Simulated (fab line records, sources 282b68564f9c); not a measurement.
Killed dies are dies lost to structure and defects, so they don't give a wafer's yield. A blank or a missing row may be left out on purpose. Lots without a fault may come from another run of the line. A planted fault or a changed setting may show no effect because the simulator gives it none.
fab line records | flow rit_cmos
record lots=5 wafers=23
route steps=202 shown ACTIVE@4 FOX1@20 FOX2@23 NWELL@36 PWELL@47 WELLDRIVE@50 NRETRO@55 PRETRO@72 GATE@89
start_h: hours from the record's first day to the start of the lot's first wafer shown | wait_h: hours since the lot's step before | " the same as in the row above | L1.1+2: a row that stands for several wafers | - no value, or no start given | * or withheld: withheld | < > ~ a bound
route shown NAME@n: a module of which the file shows steps, and the number in the route of the first | usual: mean/standard deviation of fault-free wafers | same: alike in all rows | chamber/n: place in a boat | sites: the reading at each site | _std_site: their standard deviation | _edge_site: outer sites' mean less inner sites' | radius_mm: how far each site lies from the wafer's centre | mask NAME#n: copy n | behind: the tool/chamber that last shaped the wafer | hold: why the lot was held/for how many hours/how that ended | device: the transistor (n, p or np) that didn't switch | end of line: the same wafers' tests at the end of the route | a step without rows: its recipe alone | killed: dies lost to structure and defects at the first sort, not the wafer's yield | map: a wafer's dies, x killed, . not, _ none there
set.NAME: the setting as run; set.NAME@STEP: as run at that earlier step | model.NAME: the simulator's own value behind a step, which no gauge read
lots whose settings were changed on purpose; a table a step, a row a wafer
## steps
# step RIT_ACTIVE_CVD_03
# recipe material=Si3N4 target_thk_nm=150 temp_c=810 precursor=SiH2Cl2/NH3 time_s=1500 pressure_mtorr=300 sih2cl2_flow_sccm=60 nh3_flow_sccm=150
# columns lot.wafer tool chamber start_h wait_h set.time_s model.Si3N4_of_ACTIVE_CVD_03.thk_nm
L075.1 - - - 0.1 1442 142
L075.2 " - " " 1442 142.7
L075.3 " - " " 1442 142.4
L075.4+5 " - " " 1442 143.5
L076.1 - - - 0.1 1685 168.9
L076.3 " - " " 1685 168.1
L076.4 " - " " 1685 168.3
L076.5 " - " " 1685 169
L076.6 " - " " 1685 167.8
L079.1 - - - 0.1 1565 156.4
L079.3 " - " " 1565 154.7
L079.4 " - " " 1565 156.1
L079.5 " - " " 1565 154.1
L079.6 " - " " 1565 155.6
L080.3 lpcvd-02 0 42.11 0.0 1500 149
L080.4 " 0 " " 1500 150.4
L080.6 " 0 " " 1500 149.4
L083.1+3 - - - 0.1 1500 148.2
L083.4 " - " " 1500 148.3
L083.5 " - " " 1500 148.9
L083.6 " - " " 1500 149.1
# step RIT_ACTIVE_THK_MEAS_04
# recipe reads=Si3N4_of_ACTIVE_CVD_03
# usual ACTIVE_NITRIDE_THK=149.4/1.2
# columns lot.wafer tool chamber start_h wait_h set.time_s@ACTIVE_CVD_03 ACTIVE_NITRIDE_THK[nm]
L075.1 film_metro-04 - - - 1442 142.1
L075.2 " - " " 1442 142.8
L075.3 " - " " 1442 142.5
L075.4 " - " " 1442 143.7
L075.5 " - " " 1442 143.5
L076.1 film_metro-01 - - - 1685 168.9
L076.3 " - " " 1685 168.1
L076.4 " - " " 1685 168.3
L076.5 " - " " 1685 169.1
L076.6 " - " " 1685 167.9
L079.1 film_metro-04 - - - 1565 156.4
L079.3 " - " " 1565 154.7
L079.4 " - " " 1565 156.0
L079.5 " - " " 1565 154.1
L079.6 " - " " 1565 155.7
L080.3 film_metro-03 - 43.55 0.0 1500 149.0
L080.4 " - " " 1500 150.3
L080.6 " - " " 1500 149.4
L083.1 film_metro-04 - - - 1500 148.2
L083.3 " - " " 1500 148.3
L083.4 " - " " 1500 148.3
L083.5 " - " " 1500 148.9
L083.6 " - " " 1500 149.1
# step RIT_ACTIVE_COAT_06
# recipe resist=NOVOLAK spin_rpm=3250 resist_thk_nm=1000
# columns lot.wafer tool chamber start_h wait_h set.spin_rpm model.NOVOLAK_of_ACTIVE_COAT_06.thk_nm
L075.1 litho_track-04 0 18.74 0.1 3319 986.9
L075.2 " 0 " " 3319 993.3
L075.3 " 0 " " 3250 998.6
L075.4 " 0 " " 3319 988.6
L075.5 " 0 " " 3250 1002
L076.1 litho_track-04 0 23.74 0.1 3250 997.9
L076.3+6 " 0 " " 3164 1013
L076.4 " 0 " " 3250 999.3
L076.5 " 0 " " 3250 996.7
L079.1 litho_track-03 0 38.74 0.1 3250 1001
L079.3 " 0 " " 3084 1030
L079.4+6 " 0 " " 3250 1005
L079.5 " 0 " " 3084 1029
L080.3 litho_track-04 0 43.79 0.1 3250 999.7
L080.4 " 0 " " 3250 1001
L080.6 " 0 " " 3250 998.5
L083.1 litho_track-01 0 58.74 0.1 3250 997.6
L083.3 " 0 " " 3454 971.3
L083.4 " 0 " " 3250 998.1
L083.5 " 0 " " 3454 970.5
L083.6 " 0 " " 3250 1001
# step RIT_ACTIVE_SOFTBAKE_07
# recipe resist=NOVOLAK temp_c=90 time_s=60
# step RIT_ACTIVE_EXPOSE_08
# recipe mask_id=M1 na=0.6 source_shape=conventional sigma_outer=0.6 target_cd_nm=1400 dose_mj=225
# step RIT_ACTIVE_DEVELOP_10
# recipe resist=NOVOLAK develop_time_s=50 dev_temp_c=23
# step RIT_ACTIVE_HARDBAKE_12
# recipe resist=NOVOLAK temp_c=140 time_s=60
# columns lot.wafer tool chamber start_h wait_h set.spin_rpm@ACTIVE_COAT_06 model.NOVOLAK_of_ACTIVE_COAT_06.thk_nm
L075.1 litho_track-04 0 19.56 0.1 3319 872.3
L075.2 " 0 " " 3319 877.9
L075.3 " 0 " " 3250 882.6
L075.4 " 0 " " 3319 873.7
L075.5 " 0 " " 3250 885.4
L076.1 litho_track-03 0 24.70 0.1 3250 882
L076.3 " 0 " " 3164 895.4
L076.4 " 0 " " 3250 883.2
L076.5 " 0 " " 3250 880.9
L076.6 " 0 " " 3164 895
L079.1 litho_track-03 0 39.56 0.1 3250 884.3
L079.3 " 0 " " 3084 910.4
L079.4 " 0 " " 3250 888.3
L079.5 " 0 " " 3084 909.1
L079.6 " 0 " " 3250 887.8
L080.3 litho_track-04 0 44.61 0.1 3250 883.5
L080.4 " 0 " " 3250 884.9
L080.6 " 0 " " 3250 882.4
L083.1 litho_track-04 0 59.70 0.1 3250 881.6
L083.3 " 0 " " 3454 858.7
L083.4 " 0 " " 3250 882.2
L083.5 " 0 " " 3454 857.9
L083.6 " 0 " " 3250 884.4
# step RIT_ACTIVE_ETCH_13
# recipe stop_on=SiO2 chemistry=SF6 target=Si3N4 time_s=210 over_etch_frac=0.4 SF6_flow_sccm=200 pressure_mtorr=260 rf_w=125 target_depth_a=2100
# columns lot.wafer tool chamber start_h wait_h set.time_s@ACTIVE_CVD_03 model.etch.depth_nm model.ACTIVE.feature_depth_nm
L075.1 rie_diel-03 1 19.71 0.1 1442 - 142.6
L075.2 " 0 " " 1442 142.7 144.1
L075.3 " 3 " " 1442 142.4 144.7
L075.4 " 2 " " 1442 143.5 144.1
L075.5 " 2 " " 1442 - 144
L076.1 rie_diel-02 0 24.85 0.1 1685 168.9 168.9
L076.3 " 3 " " 1685 168.1 169.1
L076.4 " 2 " " 1685 168.3 168.3
L076.5 " 3 " " 1685 169 170.1
L076.6 " 2 " " 1685 167.8 167.8
L079.1 rie_diel-04 2 39.71 0.1 1565 156.4 156.4
L079.3 " 0 " " 1565 154.7 154.7
L079.4 " 2 " " 1565 156.1 156.1
L079.5 " 1 " " 1565 154.1 154.1
L079.6 " 0 " " 1565 155.6 155.6
L080.3 rie_diel-03 3 44.71 0.1 1500 149 151.2
L080.4 " 1 " " 1500 150.4 151
L080.6 " 0 " " 1500 149.4 150.8
L083.1 rie_diel-02 1 59.85 0.1 1500 148.2 149.8
L083.3 " 2 " " 1500 148.2 148.2
L083.4 " 3 " " 1500 148.3 149.4
L083.5 " 3 " " 1500 148.9 150
L083.6 " 2 " " 1500 149.1 149.1
# step RIT_FOX1_OXIDATION_00
# recipe temp_c=1100 ambient=H2O target_thk_a=3507 p_h2o_torr=720 ox_time_s=1130
# columns lot.wafer tool chamber start_h wait_h set.temp_c set.time_s@ACTIVE_CVD_03 model.SiO2_of_FOX1_OXIDATION_00.thk_nm model.Si3N4_of_ACTIVE_CVD_03.thk_nm
L075.1 - - - 0.0 1125 1442 387.4 133.9
L075.2 " - " " 1125 1442 392.1 134.5
L075.3 " - " " 1125 1442 388.6 134.3
L075.4 " - " " 1125 1442 395.8 135.4
L075.5 " - " " 1125 1442 387.5 135.3
L076.1 - - - 0.0 1071 1685 291.4 162.4
L076.3 " - " " 1071 1685 290.4 161.6
L076.4 " - " " 1071 1685 296.7 161.8
L076.5 " - " " 1071 1685 291 162.5
L076.6 " - " " 1071 1685 288.7 161.3
L079.1 - - - 0.0 1100 1565 356.1 149
L079.3 " - " " 1100 1565 349 147.3
L079.4 " - " " 1100 1565 348.8 148.6
L079.5 " - " " 1100 1565 354.3 146.7
L079.6 " - " " 1100 1565 350.6 148.1
L080.3 furnace-02 0 45.73 0.0 1100 1500 339.3 141.5
L080.4 " 0 " " 1100 1500 348.3 142.9
L080.6 " 0 " " 1100 1500 339.1 141.9
L083.1 - - - 0.0 1087 1500 328.6 141.2
L083.3 " - " " 1087 1500 340 141.2
L083.4 " - " " 1087 1500 333.7 141.3
L083.5 " - " " 1087 1500 335.8 141.8
L083.6 " - " " 1087 1500 331.8 142.1
# step RIT_FOX1_THK_MEAS_01
# recipe reads=SiO2_of_FOX1_OXIDATION_00
# usual FOX1_OXIDE_THK=348/5.8
# columns lot.wafer tool chamber start_h wait_h set.temp_c@FOX1_OXIDATION_00 FOX1_OXIDE_THK[nm]
L075.1 film_metro-01 - - - 1125 388
L075.2 " - " " 1125 392
L075.3 " - " " 1125 388
L075.4 " - " " 1125 396
L075.5 " - " " 1125 388
L076.1 film_metro-02 - - - 1071 292
L076.3 " - " " 1071 290
L076.4 " - " " 1071 297
L076.5 " - " " 1071 291
L076.6 " - " " 1071 289
L079.1 film_metro-01 - - - 1100 356
L079.3 " - " " 1100 349
L079.4 " - " " 1100 349
L079.5 " - " " 1100 354
L079.6 " - " " 1100 351
L080.3 film_metro-02 - 47.06 0.0 1100 339
L080.4 " - " " 1100 348
L080.6 " - " " 1100 339
L083.1 film_metro-04 - - - 1087 329
L083.3 " - " " 1087 340
L083.4 " - " " 1087 334
L083.5 " - " " 1087 336
L083.6 " - " " 1087 332
# step RIT_FOX2_OXIDATION_00
# recipe temp_c=1100 ambient=H2O target_thk_a=3507 p_h2o_torr=720 ox_time_s=1130
# columns lot.wafer tool chamber start_h wait_h set.ox_time_s model.SiO2_of_FOX2_OXIDATION_00.thk_nm
L075.1 - - - 0.1 1007 315.7
L075.2 " - " " 1007 308.2
L075.3 " - " " 1007 312.3
L075.4 " - " " 1007 313
L075.5 " - " " 1007 311.6
L076.1 - - - 1.3 1017 323.7
L076.3 " - " " 1017 319
L076.4 " - " " 1017 322.1
L076.5 " - " " 1017 318.9
L076.6 " - " " 1017 318.8
L079.1 - - - 0.0 1130 338.9
L079.3 " - " " 1130 347.3
L079.4 " - " " 1130 344.5
L079.5 " - " " 1130 341.9
L079.6 " - " " 1130 339.5
L080.3 furnace-02 0 47.36 0.0 1130 350.5
L080.4 " 0 " " 1130 341.7
L080.6 " 0 " " 1130 341.9
L083.1 - - - 1.3 972.1 325.4
L083.3 " - " " 972.1 314.5
L083.4 " - " " 972.1 321.6
L083.5 " - " " 972.1 324.8
L083.6 " - " " 972.1 326.2
# step RIT_NWELL_IMPLANT_08
# recipe species=P energy_kev=170 dose_cm2=5e+13 tilt_deg=7
# columns lot.wafer tool chamber start_h wait_h set.dose_cm2
L075.1+4 implanter-01 0 25.48 0.2 5e+13
L075.2+3+5 " 0 " " 5.177e+13
L076.1+3+4+5+6 implanter-04 0 32.06 0.2 5e+13
L079.1+3+4+5+6 implanter-04 0 45.47 0.2 5e+13
L080.3+4+6 implanter-04 0 50.95 0.2 5e+13
L083.1+4+5 implanter-03 0 67.01 0.2 5.319e+13
L083.3+6 " 0 " " 5e+13
# step RIT_NWELL_STRIP_09
# recipe chemistry=O2 time_s=180 resist=NOVOLAK platen_temp_c=withheld power_w=500 pressure_mtorr=4000 o2_flow_sccm=4000
# step RIT_NWELL_TW_MEAS_10
# usual NWELL_TW=2155/17
# columns lot.wafer tool chamber start_h wait_h set.dose_cm2@NWELL_IMPLANT_08 NWELL_TW
L075.1 film_metro-02 - 25.80 0.1 5e+13 2137
L075.2 " - " " 5.177e+13 2152
L075.3 " - " " 5.177e+13 2162
L075.4 " - " " 5e+13 2126
L075.5 " - " " 5.177e+13 2155
L076.1 film_metro-04 - 32.39 0.1 5e+13 2166
L076.3 " - " " 5e+13 2180
L076.4 " - " " 5e+13 2175
L076.5 " - " " 5e+13 2180
L076.6 " - " " 5e+13 2161
L079.1 film_metro-02 - 45.79 0.1 5e+13 2136
L079.3 " - " " 5e+13 2131
L079.4 " - " " 5e+13 2138
L079.5 " - " " 5e+13 2133
L079.6 " - " " 5e+13 2137
L080.3 film_metro-03 - 51.25 0.1 5e+13 2162
L080.4 " - " " 5e+13 2157
L080.6 " - " " 5e+13 2164
L083.1 film_metro-03 - 67.33 0.1 5.319e+13 2206
L083.3 " - " " 5e+13 2165
L083.4 " - " " 5.319e+13 2211
L083.5 " - " " 5.319e+13 2214
L083.6 " - " " 5e+13 2163
# step RIT_PWELL_IMPLANT_08
# recipe species=B energy_kev=170 dose_cm2=7e+13 tilt_deg=7
# columns lot.wafer tool chamber start_h wait_h set.dose_cm2
L075.1+3+4 implanter-01 0 27.15 0.2 6.634e+13
L075.2+5 " 0 " " 7e+13
L076.1+3+4+5+6 implanter-04 0 33.74 0.2 7e+13
L079.1+3+4+5+6 implanter-02 0 47.15 0.2 7e+13
L080.3+4+6 implanter-01 0 52.50 0.2 7e+13
L083.1+3+4 implanter-04 0 68.68 0.2 7e+13
L083.5+6 " 0 " " 6.561e+13
# step RIT_PWELL_STRIP_09
# recipe chemistry=O2 time_s=180 resist=NOVOLAK platen_temp_c=withheld power_w=500 pressure_mtorr=4000 o2_flow_sccm=4000
# step RIT_PWELL_TW_MEAS_10
# usual PWELL_TW=957/6.7
# columns lot.wafer tool chamber start_h wait_h set.dose_cm2@PWELL_IMPLANT_08 PWELL_TW
L075.1 film_metro-02 - 27.48 0.1 6.634e+13 928
L075.2 " - " " 7e+13 949
L075.3 " - " " 6.634e+13 936
L075.4 " - " " 6.634e+13 935
L075.5 " - " " 7e+13 949
L076.1 film_metro-02 - 34.07 0.1 7e+13 952
L076.3 " - " " 7e+13 950
L076.4 " - " " 7e+13 950
L076.5 " - " " 7e+13 944
L076.6 " - " " 7e+13 949
L079.1 film_metro-03 - 47.47 0.1 7e+13 952
L079.3 " - " " 7e+13 958
L079.4 " - " " 7e+13 959
L079.5 " - " " 7e+13 963
L079.6 " - " " 7e+13 959
L080.3 film_metro-02 - 52.80 0.1 7e+13 955
L080.4 " - " " 7e+13 956
L080.6 " - " " 7e+13 959
L083.1 film_metro-04 - 69.01 0.1 7e+13 962
L083.3 " - " " 7e+13 965
L083.4 " - " " 7e+13 968
L083.5 " - " " 6.561e+13 948
L083.6 " - " " 6.561e+13 941
# step RIT_WELLDRIVE_ANNEAL_00
# recipe temp_c=1100 time_s=14700 ambient=N2
# step RIT_WELLDRIVE_RS_MEAS_01
# recipe thk_meas_gauge=four-point-probe
# usual NWELL_RS=275.7/0.7
# columns lot.wafer tool chamber start_h wait_h set.dose_cm2@NWELL_IMPLANT_08 NWELL_RS[ohm/sq]
L075.1 film_metro-02 - 32.62 0.0 5e+13 275.3
L075.2 " - " " 5.177e+13 268.7
L075.3 " - " " 5.177e+13 269.9
L075.4 " - " " 5e+13 275.5
L075.5 " - " " 5.177e+13 269.9
L076.1 film_metro-03 - 39.29 0.0 5e+13 275.7
L076.3 " - " " 5e+13 275.1
L076.4 " - " " 5e+13 274.7
L076.5 " - " " 5e+13 275.0
L076.6 " - " " 5e+13 275.4
L079.1 film_metro-04 - 52.61 0.0 5e+13 275.8
L079.3 " - " " 5e+13 275.1
L079.4 " - " " 5e+13 275.2
L079.5 " - " " 5e+13 274.9
L079.6 " - " " 5e+13 275.8
L080.3 film_metro-02 - 57.96 0.0 5e+13 276.6
L080.4 " - " " 5e+13 276.5
L080.6 " - " " 5e+13 276.4
L083.1 film_metro-02 - 74.15 0.0 5.319e+13 264.5
L083.3 " - " " 5e+13 276.0
L083.4 " - " " 5.319e+13 265.6
L083.5 " - " " 5.319e+13 265.3
L083.6 " - " " 5e+13 275.7
# step RIT_WELLDRIVE_RS_MEAS_02
# recipe thk_meas_gauge=four-point-probe
# usual PWELL_RS=429.9/1.3
# columns lot.wafer tool chamber start_h wait_h set.dose_cm2@PWELL_IMPLANT_08 PWELL_RS[ohm/sq]
L075.1 film_metro-02 - 32.74 0.1 6.634e+13 444.3
L075.2 " - " " 7e+13 428.8
L075.3 " - " " 6.634e+13 443.2
L075.4 " - " " 6.634e+13 445.0
L075.5 " - " " 7e+13 428.8
L076.1 film_metro-03 - 39.41 0.1 7e+13 431.4
L076.3 " - " " 7e+13 431.7
L076.4 " - " " 7e+13 432.1
L076.5 " - " " 7e+13 430.3
L076.6 " - " " 7e+13 430.9
L079.1 film_metro-04 - 52.73 0.1 7e+13 430.0
L079.3 " - " " 7e+13 428.6
L079.4 " - " " 7e+13 427.8
L079.5 " - " " 7e+13 429.2
L079.6 " - " " 7e+13 429.7
L080.3 film_metro-02 - 58.08 0.1 7e+13 430.6
L080.4 " - " " 7e+13 429.2
L080.6 " - " " 7e+13 430.3
L083.1 film_metro-02 - 74.27 0.1 7e+13 431.6
L083.3 " - " " 7e+13 429.7
L083.4 " - " " 7e+13 429.7
L083.5 " - " " 6.561e+13 448.5
L083.6 " - " " 6.561e+13 449.2
# step RIT_NRETRO_SOFTBAKE_02
# recipe resist=NOVOLAK temp_c=90 time_s=60
# columns lot.wafer tool chamber start_h wait_h set.temp_c
L075.1+2+3+4+5 litho_track-01 0 33.16 0.1 90
L076.1+3+6 litho_track-01 0 39.83 0.1 90
L076.4+5 " 0 " " 86.74
L079.1+4+5 litho_track-04 0 53.16 0.1 90
L079.3+6 " 0 " " 86.33
L080.3+4+6 litho_track-04 0 58.51 0.1 90
L083.1+6 litho_track-01 0 74.69 0.1 90
L083.3+4+5 " 0 " " 91.3
# step RIT_NRETRO_EXPOSE_03
# recipe mask_id=M4 na=0.57 target_cd_nm=43900 dose_mj=250
# step RIT_NRETRO_PEB_04
# recipe resist=NOVOLAK temp_c=withheld time_s=withheld
# step RIT_NRETRO_DEVELOP_05
# recipe resist=NOVOLAK develop_time_s=68 dev_temp_c=23
# columns lot.wafer tool chamber start_h wait_h set.temp_c@NRETRO_SOFTBAKE_02 model.NOVOLAK_of_NRETRO_COAT_01.thk_nm
L075.1 litho_track-01 0 - - 90 1301
L075.2 " 0 " " 90 1299
L075.3 " 0 " " 90 1300
L075.4+5 " 0 " " 90 1302
L076.1 litho_track-04 0 - - 90 1301
L076.3+6 " 0 " " 90 1302
L076.4 " 0 " " 86.74 1315
L076.5 " 0 " " 86.74 1316
L079.1 litho_track-01 0 - - 90 1301
L079.3 " 0 " " 86.33 1309
L079.4 " 0 " " 90 1297
L079.5 " 0 " " 90 1298
L079.6 " 0 " " 86.33 1311
L080.3 litho_track-02 0 - - 90 1299
L080.4 " 0 " " 90 1295
L080.6 " 0 " " 90 1292
L083.1 litho_track-04 0 - - 90 1298
L083.3 " 0 " " 91.3 1289
L083.4 " 0 " " 91.3 1296
L083.5 " 0 " " 91.3 1291
L083.6 " 0 " " 90 1296
# step RIT_NRETRO_IMPLANT_08
# recipe species=P energy_kev=70 dose_cm2=1e+13 tilt_deg=7
# columns lot.wafer tool chamber start_h wait_h set.energy_kev model.implant.rp_nm model.implant.drp_nm
L075.1+2+3+4+5 implanter-02 0 34.03 0.2 70 85.31 33.94
L076.1+4+6 implanter-03 0 40.71 0.2 70 87.02 33.94
L076.3+5 " 0 " " 68.21 84.74 33.2
L079.1+5+6 implanter-01 0 54.02 0.2 71.38 83.44 34.5
L079.3+4 " 0 " " 70 81.78 33.94
L080.3+4+6 implanter-01 0 59.50 0.2 70 88.52 33.94
L083.1+4 implanter-01 0 75.68 0.2 70 84.46 33.94
L083.3+5+6 " 0 " " 65.93 79.42 32.24
# step RIT_PRETRO_IMPLANT_08
# recipe species=B energy_kev=45 dose_cm2=1.2e+13 tilt_deg=7
# columns lot.wafer tool chamber start_h wait_h set.energy_kev model.implant.rp_nm model.implant.drp_nm
L075.1+3 implanter-04 0 35.73 0.2 45 142.2 55.07
L075.2+4+5 " 0 " " 45.93 145 55.74
L076.1+3+5 implanter-04 0 42.39 0.2 46.71 152.4 56.3
L076.4+6 " 0 " " 45 147.1 55.07
L079.1+3+5 implanter-02 0 55.76 0.2 46.35 152.7 56.04
L079.4+6 " 0 " " 45 148.5 55.07
L080.3+4+6 implanter-02 0 61.18 0.2 45 146.2 55.07
L083.1+3+4+5+6 implanter-03 0 77.40 0.2 45 142.9 55.07
# step RIT_GATE_EXPOSE_13
# recipe mask_id=M6 na=0.6 source_shape=conventional sigma_outer=0.6 target_cd_nm=150 dose_mj=380
# columns lot.wafer tool chamber start_h wait_h mask set.dose_mj
L075.1+2+3+4+5 iline_stepper-01 0 41.79 0.2 M6#0 380
L076.1+4+5 iline_stepper-01 0 47.22 0.1 M6#0 380
L076.3+6 " 0 " " M6#0 408.4
L079.1+3+4 iline_stepper-01 0 60.56 0.1 M6#0 380
L079.5+6 " 0 " " M6#0 391.9
L080.3+4+6 iline_stepper-02 0 65.82 0.2 M6#0 380
L083.1+3 iline_stepper-01 0 81.92 0.1 M6#0 366.8
L083.4+5+6 " 0 " " M6#0 380
## key
split step=RIT_ACTIVE_CVD_03 setting=time_s stated=1500 by=lot
response step=RIT_ACTIVE_CVD_03 reading=model.Si3N4_of_ACTIVE_CVD_03.thk_nm change=+1.58 per=1% r=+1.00
response step=RIT_ACTIVE_THK_MEAS_04 reading=ACTIVE_NITRIDE_THK change=+1.58 per=1% r=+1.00
response step=RIT_ACTIVE_ETCH_13 reading=model.etch.depth_nm change=+1.58 per=1% r=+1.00
response step=RIT_ACTIVE_ETCH_13 reading=model.ACTIVE.feature_depth_nm change=+1.53 per=1% r=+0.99
response step=RIT_FOX1_OXIDATION_00 reading=model.Si3N4_of_ACTIVE_CVD_03.thk_nm change=+1.66 per=1% r=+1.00
split step=RIT_ACTIVE_COAT_06 setting=spin_rpm stated=3250 by=wafer
response step=RIT_ACTIVE_COAT_06 reading=model.NOVOLAK_of_ACTIVE_COAT_06.thk_nm change=-4.82 per=1% r=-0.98
response step=RIT_ACTIVE_HARDBAKE_12 reading=model.NOVOLAK_of_ACTIVE_COAT_06.thk_nm change=-4.22 per=1% r=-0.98
split step=RIT_FOX1_OXIDATION_00 setting=temp_c stated=1100 by=lot
response step=RIT_FOX1_OXIDATION_00 reading=model.SiO2_of_FOX1_OXIDATION_00.thk_nm change=+19.4 per=1% r=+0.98
response step=RIT_FOX1_THK_MEAS_01 reading=FOX1_OXIDE_THK change=+19.4 per=1% r=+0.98
split step=RIT_FOX2_OXIDATION_00 setting=ox_time_s stated=1130 by=lot
response step=RIT_FOX2_OXIDATION_00 reading=model.SiO2_of_FOX2_OXIDATION_00.thk_nm change=+1.95 per=1% r=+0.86
split step=RIT_NWELL_IMPLANT_08 setting=dose_cm2 stated=5e+13 by=wafer
response step=RIT_NWELL_TW_MEAS_10 reading=NWELL_TW change=+7.21 per=1% r=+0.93
response step=RIT_WELLDRIVE_RS_MEAS_01 reading=NWELL_RS change=-1.68 per=1% r=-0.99
split step=RIT_PWELL_IMPLANT_08 setting=dose_cm2 stated=7e+13 by=wafer
response step=RIT_PWELL_TW_MEAS_10 reading=PWELL_TW change=+3.16 per=1% r=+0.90
response step=RIT_WELLDRIVE_RS_MEAS_02 reading=PWELL_RS change=-2.94 per=1% r=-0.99
split step=RIT_NRETRO_SOFTBAKE_02 setting=temp_c stated=90 by=wafer
response step=RIT_NRETRO_DEVELOP_05 reading=model.NOVOLAK_of_NRETRO_COAT_01.thk_nm change=-3.23 per=1% r=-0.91
split step=RIT_NRETRO_IMPLANT_08 setting=energy_kev stated=70 by=wafer
response step=RIT_NRETRO_IMPLANT_08 reading=model.implant.rp_nm change=+0.869 per=1% r=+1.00
response step=RIT_NRETRO_IMPLANT_08 reading=model.implant.drp_nm change=+0.29 per=1% r=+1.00
split step=RIT_PRETRO_IMPLANT_08 setting=energy_kev stated=45 by=wafer
response step=RIT_PRETRO_IMPLANT_08 reading=model.implant.rp_nm change=+1.39 per=1% r=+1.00
response step=RIT_PRETRO_IMPLANT_08 reading=model.implant.drp_nm change=+0.323 per=1% r=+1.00
split step=RIT_GATE_EXPOSE_13 setting=dose_mj stated=380 by=wafer
response none in this file
